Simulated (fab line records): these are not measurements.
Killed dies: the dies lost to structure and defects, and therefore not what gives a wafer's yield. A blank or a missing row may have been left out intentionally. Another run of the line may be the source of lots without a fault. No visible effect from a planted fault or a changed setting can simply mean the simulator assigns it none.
Which of the tools did it?	flow berkeley cmos170	Sampling: 24 lots, 72 wafers, 6 of 331 route steps

WHAT THE GAUGES READ, wafer by wafer
UCB170_START_THK_MEAS_03. Usual: START_OXIDE_THK typically reads 19.8 nm, with standard deviation 0.36.
lot	measured	on	START_OXIDE_THK (nm)	flag
L074	day 1 11:51	film metro-02	20.0 20.2 20.2	
L075	day 1 18:45	film metro-02	19.6 19.4 19.3	
L076	day 2 03:13	film metro-01	19.4 19.4 19.7	
L077	day 2 03:14	film metro-03	19.7 19.9 19.5	
L078	day 2 11:40	film metro-01	19.9 19.8 19.6	
L079	day 2 14:25	film metro-01	20.0 19.9 20.1	
L080	day 2 19:01	film metro-03	19.8 19.7 19.7	
L081	day 3 01:22	film metro-03	19.4 19.7 19.5	
L082	day 3 07:12	film metro-03	19.7 19.3 19.4	
L083	day 3 09:22	film metro-03	20.2 19.5 20.3	
L084	day 3 16:25	film metro-01	19.8 20.3 20.1	
L085	day 3 21:41	film metro-03	20.2 20.4 19.8	
L086	day 4 01:16	film metro-01	20.4 19.7 20.2	
L087	day 4 06:02	film metro-03	19.8 20.2 19.6	
L088	day 4 10:36	film metro-01	20.1 19.8 20.4	
L089	day 4 18:58	film metro-02	19.7 19.8 19.6	
L090	day 4 22:08	film metro-02	19.3 19.5 19.6	
L091	day 5 02:13	film metro-03	20.1 19.8 19.9	
L092	day 5 08:00	film metro-02	20.5 20.2 20.5	
L093	day 5 12:23	film metro-02	19.4 19.9 19.5	
L094	day 5 17:51	film metro-01	19.3 19.3 19.6	
L095	day 5 23:31	film metro-01	19.1 19.4 19.2	
L096	day 6 03:49	film metro-01	19.6 19.7 19.9	
L097	day 6 09:29	film metro-01	19.3 19.5 19.1	

UCB170_NWELL_TW_MEAS_16. Usual: NWELL_TW typically reads 1249, with standard deviation 9.5.
lot	measured	on	NWELL_TW	flag
L074	day 2 07:23	film metro-04	1248 1241 1245	
L075	day 2 17:50	film metro-04	1249 1249 1252	
L076	day 2 23:10	film metro-01	1248 1253 1244	
L077	day 2 22:55	film metro-02	1266 1267 1259	
L078	day 3 07:14	film metro-04	1235 1235 1241	
L079	day 3 07:23	film metro-01	1254 1256 1254	
L080	day 3 09:43	film metro-01	1254 1258 1258	
L081	day 3 16:45	film metro-04	1237 1241 1236	
L082	day 3 22:26	film metro-04	1232 1238 1239	
L083	day 4 01:29	film metro-02	1256 1255 1258	
L084	day 4 06:39	film metro-04	1239 1234 1234	
L085	day 4 13:35	film metro-04	1244 1236 1242	
L086	day 4 13:41	film metro-01	1261 1262 1254	
L087	day 4 20:14	film metro-01	1260 1253 1253	
L088	day 5 07:38	film metro-04	1243 1236 1237	
L089	day 5 12:26	film metro-01	1247 1247 1249	
L090	day 5 12:56	film metro-04	1237 1243 1243	
L091	day 5 16:50	film metro-02	1260 1257 1259	
L092	day 5 21:10	film metro-04	1245 1250 1236	
L093	day 6 03:13	film metro-04	1252 1248 1256	
L094	day 6 10:35	film metro-02	1269 1256 1251	
L095	day 6 14:53	film metro-04	1239 1235 1249	
L096	day 6 23:25	film metro-02	1268 1260 1267	
L097	day 7 06:32	film metro-02	1258 1260 1250	

UCB170_FIELD_THK_MEAS_90. Usual: FIELD_OXIDE_LEFT_1_THK typically reads 446 nm, with standard deviation 8.3.
lot	measured	on	FIELD_OXIDE_LEFT_1_THK (nm)	flag
L074	day 4 18:50	film metro-04	440 442 433	
L075	day 5 05:52	film metro-01	429 439 439	
L076	day 5 05:51	film metro-03	443 446 442	
L077	day 5 05:53	film metro-04	453 441 446	
L078	day 5 18:01	film metro-03	442 441 446	
L079	day 6 04:55	film metro-01	458 440 438	
L080	day 5 18:03	film metro-04	443 442 441	
L081	day 6 04:54	film metro-04	447 437 434	
L082	day 6 11:08	film metro-03	429 438 436	
L083	day 6 11:06	film metro-03	445 453 445	
L084	day 7 02:34	film metro-03	444 453 441	
L085	day 7 02:34	film metro-01	452 449 452	
L086	day 7 02:34	film metro-04	453 446 443	
L087	day 7 14:58	film metro-04	453 458 450	
L088	day 8 03:52	film metro-03	463 452 461	
L089	day 8 03:49	film metro-03	457 450 443	
L090	day 8 03:45	film metro-03	457 469 466	
L091	day 8 09:31	film metro-01	453 448 453	
L092	day 8 09:31	film metro-04	452 434 443	
L093	day 9 02:35	film metro-04	437 448 450	
L094	day 9 02:36	film metro-01	433 436 429	
L095	day 9 11:41	film metro-01	442 449 437	
L096	day 9 11:38	film metro-04	447 437 445	
L097	day 9 19:01	film metro-04	443 447 444	

UCB170_M3_CD_MEAS_90: target cd 700 nm. Usual: 701.0 nm for cd nm, sd 2.7.
lot	measured	on	cd nm (nm)	flag
L074	day 7 15:02	cd sem-01	702.4 697.4 700.7	
L075	day 7 22:13	cd sem-01	709.6 705.9 701.5	
L076	day 7 22:45	cd sem-01	698.4 695.5 694.5	
L077	day 7 23:07	cd sem-02	698.8 702.2 699.5	
L078	day 8 21:37	cd sem-01	702.5 697.3 699.8	
L079	day 9 06:48	cd sem-01	698.9 701.1 702.8	
L080	day 8 21:55	cd sem-01	701.2 698.1 703.5	
L081	day 9 07:28	cd sem-01	700.3 694.9 695.8	
L082	day 9 11:02	cd sem-02	699.5 698.6 698.5	
L083	day 9 11:23	cd sem-01	702.9 700.5 700.9	
L084	day 10 04:04	cd sem-02	702.2 704.2 702.8	
L085	day 10 03:49	cd sem-01	703.0 701.4 705.0	
L086	day 10 03:27	cd sem-01	698.7 696.6 699.3	
L087	day 10 13:20	cd sem-02	703.9 701.5 699.8	
L088	day 10 22:14	cd sem-01	698.0 704.1 701.3	
L089	day 10 22:28	cd sem-01	702.8 700.0 705.1	
L090	day 11 03:59	cd sem-02	701.5 702.7 700.7	
L091	day 11 08:38	cd sem-02	704.5 704.3 704.2	
L092	day 11 08:35	cd sem-01	700.6 698.6 699.5	
L093	day 11 21:16	cd sem-02	697.0 698.8 697.7	
L094	day 11 20:57	cd sem-02	705.0 704.9 703.4	
L095	day 12 04:30	cd sem-02	698.0 698.6 697.6	
L096	day 12 04:24	cd sem-02	700.9 702.2 699.7	
L097	day 12 16:52	cd sem-02	704.9 700.6 704.5	

WHAT TOOL EACH LOT RAN ON (gives the tool, then ch and the chambers of the sampled wafers, and finally the start)
lot	UCB170_NWELL_ETCH_13	UCB170_M3_STRIP_19
L074	rie diel-02 ch 1,2,3, day 2 07:02	plasma asher-03 ch 0,1, day 7 14:56
L075	rie diel-04 ch 0,2, day 2 17:28	plasma asher-03 ch 0,1, day 7 22:06
L076	rie diel-01 ch 1,3, day 2 22:49	plasma asher-03 ch 0,1, day 7 22:39
L077	rie diel-04 ch 0,1,2, day 2 22:32	plasma asher-02 ch 0,1, day 7 23:01
L078	rie diel-02 ch 0,2,3, day 3 06:53	plasma asher-02 ch 0,1, day 8 21:31
L079	rie diel-04 ch 2,3, day 3 07:02	plasma asher-02 ch 0,1, day 9 06:42
L080	rie diel-02 ch 0,1, day 3 09:20	plasma asher-03 ch 0,1, day 8 21:47
L081	rie diel-04 ch 0,2,3, day 3 16:24	plasma asher-01 ch 0,1, day 9 07:22
L082	rie diel-01 ch 1,2,3, day 3 22:05	plasma asher-02 ch 0,1, day 9 10:56
L083	rie diel-01 ch 0,1,2, day 4 01:07	plasma asher-01 ch 0,1, day 9 11:16
L084	rie diel-01 ch 2,3, day 4 06:17	plasma asher-03 ch 0,1, day 10 03:58
L085	rie diel-04 ch 0,3, day 4 13:13	plasma asher-01 ch 0,1, day 10 03:41
L086	rie diel-02 ch 0,1,3, day 4 13:19	plasma asher-03 ch 0,1, day 10 03:20
L087	rie diel-04 ch 0,2, day 4 19:53	plasma asher-02 ch 0,1, day 10 13:13
L088	rie diel-04 ch 0,3, day 5 07:17	plasma asher-03 ch 0,1, day 10 22:06
L089	rie diel-02 ch 1,2,3, day 5 12:04	plasma asher-02 ch 0,1, day 10 22:22
L090	rie diel-02 ch 1,2,3, day 5 12:35	plasma asher-02 ch 0,1, day 11 03:53
L091	rie diel-01 ch 0,1,2, day 5 16:29	plasma asher-03 ch 0,1, day 11 08:31
L092	rie diel-01 ch 0,1,2, day 5 20:49	plasma asher-02 ch 0,1, day 11 08:29
L093	rie diel-01 ch 0,1, day 6 02:51	plasma asher-03 ch 1, day 11 21:05
L094	rie diel-01 ch 0,1, day 6 10:13	plasma asher-01 ch 0,1, day 11 20:50
L095	rie diel-01 ch 0,1, day 6 14:32	plasma asher-03 ch 0,1, day 12 04:20
L096	rie diel-02 ch 0,2,3, day 6 23:03	plasma asher-02 ch 0,1, day 12 04:13
L097	rie diel-02 ch 2,3, day 7 06:09	plasma asher-01 ch 0,1, day 12 16:44
- UCB170_NWELL_ETCH_13: etches Si3N4 in CH3F/Ar/O2, stops on SiO2, target depth 246.4 nm, time 154 s.
- UCB170_M3_STRIP_19: strips in O2.

WHAT THE TOOLS THEMSELVES READ (means of the sampled wafers that have a number; where no wafer has one, the mark that the record gives instead)
UCB170_NWELL_ETCH_13. Usual: drypump motor current A 5.6 A, standard deviation 0.39; oes product au 0.943 a.u., standard deviation 0.011; throttle valve pct 8.07 %, standard deviation 0.12.
lot	tool	drypump motor current A (A)	oes product au (a.u.)	throttle valve pct (%)	flag
L074	rie diel-02	5.4	0.956	8.12	
L075	rie diel-04	6.0	0.946	7.96	
L076	rie diel-01	5.6	0.946	8.03	
L077	rie diel-04	5.7	0.937	7.93	
L078	rie diel-02	5.6	0.947	8.12	
L079	rie diel-04	5.9	0.939	8.12	
L080	rie diel-02	5.4	0.947	8.06	
L081	rie diel-04	5.9	0.950	8.01	
L082	rie diel-01	5.5	0.952	8.11	
L083	rie diel-01	5.6	0.945	8.17	
L084	rie diel-01	5.9	0.946	8.08	
L085	rie diel-04	6.0	0.944	7.97	
L086	rie diel-02	5.6	0.939	8.10	
L087	rie diel-04	5.9	0.931	8.06	
L088	rie diel-04	6.0	0.953	7.95	
L089	rie diel-02	5.4	0.947	8.12	
L090	rie diel-02	5.4	0.944	8.12	
L091	rie diel-01	5.5	0.928	8.16	
L092	rie diel-01	5.6	0.944	8.16	
L093	rie diel-01	5.6	0.927	8.14	
L094	rie diel-01	5.2	0.938	8.11	
L095	rie diel-01	5.6	0.942	8.14	
L096	rie diel-02	5.6	0.946	8.14	
L097	rie diel-02	5.4	0.949	8.16	

UCB170_M3_STRIP_19. Usual: drypump motor current A 5.37 A, standard deviation 0.25; oes product au 0.555 a.u., standard deviation 0.015.
lot	tool	drypump motor current A (A)	oes product au (a.u.)	flag
L074	plasma asher-03	5.34	0.552	
L075	plasma asher-03	5.31	0.547	
L076	plasma asher-03	5.36	0.561	
L077	plasma asher-02	5.22	0.556	
L078	plasma asher-02	5.41	0.562	
L079	plasma asher-02	5.25	0.551	
L080	plasma asher-03	5.30	0.545	
L081	plasma asher-01	5.69	0.557	
L082	plasma asher-02	5.24	0.564	
L083	plasma asher-01	5.47	0.589	
L084	plasma asher-03	5.29	0.544	
L085	plasma asher-01	5.46	0.556	
L086	plasma asher-03	5.30	0.581	
L087	plasma asher-02	5.19	0.559	
L088	plasma asher-03	5.32	0.540	
L089	plasma asher-02	5.41	0.551	
L090	plasma asher-02	5.40	0.549	
L091	plasma asher-03	5.31	0.546	
L092	plasma asher-02	5.22	0.568	
L093	plasma asher-03	5.26	0.525	
L094	plasma asher-01	5.47	0.556	
L095	plasma asher-03	5.29	0.567	
L096	plasma asher-02	5.40	0.560	
L097	plasma asher-01	5.47	0.552	

THE ANSWER, worked out from the rows above alone
Rule: lot off if the mean of its wafers having a number is beyond 3 standard deviations from the usual mean. Also off: a lot with no number at a reading for which 4 or more lots have one. The other lots that the step has rows for count as sound. Order of review: gauges by route order, followed by the tools' own readings, for which a lot's mean as printed above is used. At the first step where some lot is off, the reading lying furthest off is the one used; lots without a number count as furthest.
No lot is off on any of the readings shown, so nothing can be concluded from this.

WHAT THE SIMULATOR PUT IN
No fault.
